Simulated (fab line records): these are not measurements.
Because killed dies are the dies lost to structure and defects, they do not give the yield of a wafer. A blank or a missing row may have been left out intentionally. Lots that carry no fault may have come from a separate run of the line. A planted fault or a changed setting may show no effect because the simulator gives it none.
A struck lot beside a sound one    flow berkeley cmos170    17 steps out of a route of 331
Sound: the wafers L155.1, L155.3, L155.6. Struck: wafers L157.1, L157.2, L157.5. The cause is given at the end.
At each step with rows: each side's tool, then ch and its chambers, then its first start. Under that, the readings that differ: sound wafers    struck wafers    difference of the means    sigmas: that difference in standard deviations of wafers without a fault.
alike: readings with means less than 2 such deviations apart, plus words and numbers identical on both sides. not compared: withheld readings, readings lacking a value on some wafer, bounds such as >300 that could conceal the same value, and numbers that have no deviation in the record and whose values overlap.
A row with sigmas, a row that says differs or no value, or rows on one side alone: a step with any of these is where the two part. Numbers that have no deviation but don't overlap get no sigmas and don't part them. A reading that every wafer of one side lacks parts them only if that side has two wafers or more.

UCB170_ACTIVE_THK_MEAS_03:
  sound on film metro-01, day 5 14:21; struck on film metro-04, day 6 08:32
  alike: ACTIVE_OXIDE_THK
then, 2 steps without rows for these wafers: UCB170_ACTIVE_ANNEAL_04 (time 900 s); UCB170_ACTIVE_CVD_05 (deposits Si3N4 from SiH2Cl2/NH3, target thk 220 nm, time 3300 s).
UCB170_ACTIVE_THK_MEAS_06:
  sound on film metro-03, day 6 01:19; struck on film metro-01, day 6 17:02
  alike: ACTIVE_NITRIDE_THK
then, 6 steps without rows for these wafers: UCB170_ACTIVE_HMDS_07 (prime time 60 s); UCB170_ACTIVE_COAT_08 (resist thk 900 nm); UCB170_ACTIVE_SOFTBAKE_09 (time 60 s); UCB170_ACTIVE_EXPOSE_10 (exposes mask ACTIVE, target cd 1200 nm); UCB170_ACTIVE_PEB_11; UCB170_ACTIVE_DEVELOP_12 (develop time 45 s).
UCB170_ACTIVE_CD_MEAS_13: the cd target is 1200 nm.
  sound on cd sem-02, day 6 03:14; struck on cd sem-01, day 6 18:10
  alike: cd nm
UCB170_ACTIVE_OVL_MEAS_14:
  sound on overlay-02, day 6 03:21; struck on overlay-01, day 6 18:17
  alike: ACTIVE_OVL
UCB170_ACTIVE_ETCH_15: etches Si3N4 in CH3F/Ar/O2, stops on SiO2, target depth 242 nm, time 151 s.
  sound on rie diel-01 ch 0,1, day 6 03:23; struck on rie diel-04 ch 0,2,3, day 6 18:19
  no value came back on the struck wafers for any of 6 readings (CH3F_flow_sccm (sccm), O2_flow_sccm (sccm) and others); on the sound wafers CH3F_flow_sccm (sccm) reads 20.03 19.89 19.97
reading                                        sound              struck             difference  sigmas
model.KrF_of_ACTIVE_COAT_08.thk nm (nm)        718 722.1 718.4    883.7 884.5 884.8  +164.8      
model.SiO2_of_ACTIVE_OXIDATION_02.thk nm (nm)  21.54 22.25 22.01  26.77 26.54 26.71  +4.74       
  not compared: rf hours counter h
UCB170_ACTIVE_STRIP_16: strips in O2.
  sound on plasma asher-04 ch 0,1, day 6 03:29; struck on plasma asher-02 ch 0,1, day 6 18:25
reading                       sound              struck             difference  sigmas
oes product au (a.u.)         0.713 0.716 0.722  0.730 0.738 0.731  +0.016      +4
strip time to endpoint s (s)  17.94 18.03 17.94  21.59 21.61 21.61  +3.63       +38
  alike: drypump motor current A
  not compared: rf hours counter h
UCB170_ACTIVE_CD_MEAS_90: the cd target is 1200 nm.
  sound on cd sem-01, day 6 03:37; struck on cd sem-02, day 6 18:31
reading     sound                 struck  difference                     sigmas
cd nm (nm)  1198.3 1199.4 1200.4  - - -   no value on the struck wafers  
then, 1 step without rows for these wafers: UCB170_ACTIVE_CLEAN_17 (cleans in SPM, time 600 s).
-- the record jumps here: 4 days lie between the struck wafers' starts before and after (it left off in module ACTIVE and takes up again in module M3, whose first step shown is number 331 of the route) --
UCB170_M3_PROBE_99:
  record: rows for the struck wafers here (prober-01, day 10 09:31), none for the sound ones

== WHERE THEY PART ==
Last at UCB170_M3_PROBE_99 as far as this record goes, first at UCB170_ACTIVE_ETCH_15.

WHY: what had been put in by the simulator
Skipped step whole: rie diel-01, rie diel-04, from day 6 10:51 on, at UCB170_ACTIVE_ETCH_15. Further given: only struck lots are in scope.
